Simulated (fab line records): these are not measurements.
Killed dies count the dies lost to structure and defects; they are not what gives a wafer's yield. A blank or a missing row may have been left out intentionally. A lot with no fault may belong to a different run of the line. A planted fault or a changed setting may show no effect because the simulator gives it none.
Which tool was responsible? | flow berkeley-cmos170 | 14 lots, 42 wafers sampled, at 1 step of a route of 331

## WHAT THE GAUGES SHOWED, per wafer
No reading from a measuring or inspecting step in the record can be judged against a usual standard deviation.

## WHICH TOOL RAN EACH LOT (tool, then ch and the chambers of the sampled wafers, then the start)
lot  | UCB170_SILICIDE_WET_ETCH_05
L456 | wet-bench-02 ch 2, day 8 14:13
L457 | wet-bench-01 ch 0, day 9 07:25
L461 | wet-bench-01 ch 3, day 9 07:25
L462 | wet-bench-01 ch 3, day 9 08:46
L465 | wet-bench-02 ch 3, day 10 10:11
L464 | wet-bench-02 ch 3, day 10 10:23
L468 | wet-bench-02 ch 1, day 11 00:02
L471 | wet-bench-01 ch 0, day 11 19:14
L473 | wet-bench-01 ch 1, day 11 19:35
L472 | wet-bench-01 ch 0, day 11 19:49
L470 | wet-bench-02 ch 1, day 11 20:02
L474 | wet-bench-01 ch 2, day 12 13:04
L476 | wet-bench-01 ch 0, day 12 13:04
L477 | wet-bench-03 ch 2, day 12 17:47
- UCB170_SILICIDE_WET_ETCH_05: etches Ti in SPM, time 45 s.

## AS READ BY THE TOOLS THEMSELVES (means over the sampled wafers that have a number; for cases with no such wafer, the mark the record gives instead)
UCB170_SILICIDE_WET_ETCH_05. Usual: bath-guard-temp-C 120.1 C, standard deviation 0.37; bath-heat-duty-pct 13.9 %, standard deviation 1.7.
lot  | tool         | bath-guard-temp-C (C) | bath-heat-duty-pct (%) | flag
L456 | wet-bench-02 | 119.6                 | 13.9                   |
L457 | wet-bench-01 | -                     | -                      | OFF
L461 | wet-bench-01 | -                     | -                      | OFF
L462 | wet-bench-01 | 120.5                 | 13.0                   |
L465 | wet-bench-02 | 119.3                 | 13.8                   |
L464 | wet-bench-02 | 119.7                 | 14.4                   |
L468 | wet-bench-02 | 120.4                 | 13.6                   |
L471 | wet-bench-01 | 120.1                 | 16.6                   |
L473 | wet-bench-01 | 119.9                 | 15.1                   |
L472 | wet-bench-01 | 120.1                 | 16.1                   |
L470 | wet-bench-02 | 120.5                 | 13.1                   |
L474 | wet-bench-01 | 120.4                 | 11.6                   |
L476 | wet-bench-01 | 120.2                 | 16.7                   |
L477 | wet-bench-03 | 120.2                 | 14.1                   |

## THE ANSWER, worked out from the rows above alone
Rule: lot off if the mean of its wafers having a number is beyond 3 standard deviations from the usual mean. A lot without any number at a reading at which 4 lots or more have one is off too. Any other lot the step has rows for is counted as sound. First the gauges in route order, then the tools' own readings, where a lot's mean is used as printed above. The first step at which some lot is off is used, and at that step the reading that is off furthest; a lot without a number counts as furthest.
Off, at UCB170_SILICIDE_WET_ETCH_05 on bath-guard-temp-C: L457, L461. Without a number there: L457, L461.
A tool fits if, at that step or a process step before it, it ran every lot that is off, and no sound lot after the first of them. No candidate that was tried fits.

## WHAT HAD BEEN PUT IN BY THE SIMULATOR
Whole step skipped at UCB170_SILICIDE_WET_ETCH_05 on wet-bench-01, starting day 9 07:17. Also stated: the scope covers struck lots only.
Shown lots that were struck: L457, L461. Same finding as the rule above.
